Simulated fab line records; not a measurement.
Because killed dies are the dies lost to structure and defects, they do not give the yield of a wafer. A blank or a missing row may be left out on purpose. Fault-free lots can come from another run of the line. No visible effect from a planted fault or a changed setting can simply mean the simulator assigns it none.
Check for tools in common | flow rit_cmos | Sample size 14 lots and 42 wafers

== WHY THIS WAS OPENED ==
2 of 14 lots carry a flag on the reading NSD_TW at RIT_NSD_TW_MEAS_10. No-fault wafers: 3121, standard deviation 25.
Rule: flag the lot when none of its wafers has a number, or when each of its wafers that has one lies beyond 4 standard deviations from that mean. All remaining lots are regarded as sound.

lot  | measured    | on            | NSD_TW, wafer by wafer | flag
L636 | day 3 12:01 | film_metro-01 | 3137 3137 3133         |
L637 | day 3 18:28 | film_metro-01 | 3121 3124 3122         |
L638 | day 3 23:41 | film_metro-02 | 2855 2844 2850         | FLAGGED
L639 | day 4 02:55 | film_metro-04 | 3088 3096 3099         |
L640 | day 4 03:09 | film_metro-02 | 2848 2851 2859         | FLAGGED
L642 | day 4 14:14 | film_metro-01 | 3138 3150 3154         |
L650 | day 6 06:31 | film_metro-01 | 3152 3151 3155         |
L651 | day 6 11:44 | film_metro-01 | 3158 3141 3153         |
L652 | day 6 19:20 | film_metro-02 | 3123 3104 3104         |
L654 | day 7 05:26 | film_metro-04 | 3094 3107 3111         |
L655 | day 7 07:41 | film_metro-02 | 3123 3115 3104         |
L657 | day 7 16:21 | film_metro-02 | 3131 3137 3139         |
L658 | day 7 21:33 | film_metro-01 | 3109 3150 3133         |
L659 | day 8 04:01 | film_metro-02 | 3112 3119 3110         |
On average the flagged lots' numbers are 2851, which is -270 against the usual, or -11 standard deviations.

== WHICH TOOL EACH LOT WENT THROUGH ==
The record holds 1 process step before the reading, out of a route of 202 steps. In each cell: the tool, then ch and the chambers that the sampled wafers went through, then the start.
lot  | flag    | RIT_NSD_IMPLANT_08
L636 |         | implanter-02 ch 0, day 3 11:43
L637 |         | implanter-02 ch 0, day 3 18:09
L638 | FLAGGED | implanter-02 ch 0, day 3 23:21
L639 |         | implanter-03 ch 0, day 4 02:37
L640 | FLAGGED | implanter-02 ch 0, day 4 02:50
L642 |         | implanter-04 ch 0, day 4 13:55
L650 |         | implanter-03 ch 0, day 6 06:13
L651 |         | implanter-04 ch 0, day 6 11:25
L652 |         | implanter-04 ch 0, day 6 19:01
L654 |         | implanter-03 ch 0, day 7 05:08
L655 |         | implanter-04 ch 0, day 7 07:22
L657 |         | implanter-03 ch 0, day 7 16:02
L658 |         | implanter-03 ch 0, day 7 21:15
L659 |         | implanter-04 ch 0, day 8 03:42
What is done by these steps:
- RIT_NSD_IMPLANT_08
- RIT_NSD_TW_MEAS_10

== FLAGGED OVER TOTAL, TOOL BY TOOL (the gauges that took the reading come last) ==
step               | tool          | lots run | flagged | share of the flagged lots | sound lots run after its first flagged lot
RIT_NSD_IMPLANT_08 | implanter-02  | 4        | 2       | all                       | 0
RIT_NSD_IMPLANT_08 | implanter-03  | 5        | 0       | none                      | -
RIT_NSD_IMPLANT_08 | implanter-04  | 5        | 0       | none                      | -
RIT_NSD_TW_MEAS_10 | film_metro-01 | 6        | 0       | none                      | -
RIT_NSD_TW_MEAS_10 | film_metro-02 | 6        | 2       | all                       | 4 (L652,L655,L657,L659)
RIT_NSD_TW_MEAS_10 | film_metro-04 | 2        | 0       | none                      | -

== THE TABLE: WHAT IT ALLOWS ==
Every flagged lot went through 2 rows of the table: implanter-02 at RIT_NSD_IMPLANT_08 and film_metro-02 at RIT_NSD_TW_MEAS_10.
- implanter-02 at RIT_NSD_IMPLANT_08 ran 4 lots, 2 of them flagged. Its last sound lot is L637 (day 3 18:09), its first flagged lot L638 (day 3 23:21): a fault that began between those two fits. Its own readings (beam_energy_keV) fall more than 4 standard deviations out on all wafers of the flagged lots.
- film_metro-02 at RIT_NSD_TW_MEAS_10 ran 6 lots, 2 of them flagged. Sound lots ran on it after the first flagged one (L652, L655, L657, L659), which a lasting fault on the whole tool wouldn't allow.
Left over: one tool, implanter-02 at RIT_NSD_IMPLANT_08.

== WHAT THE SIMULATOR HAD PUT IN ==
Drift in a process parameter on implanter-02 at RIT_NSD_IMPLANT_08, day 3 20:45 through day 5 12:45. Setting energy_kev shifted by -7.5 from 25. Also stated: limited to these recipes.
Lots struck among those shown: L638, L640. The rule above reached the same finding.
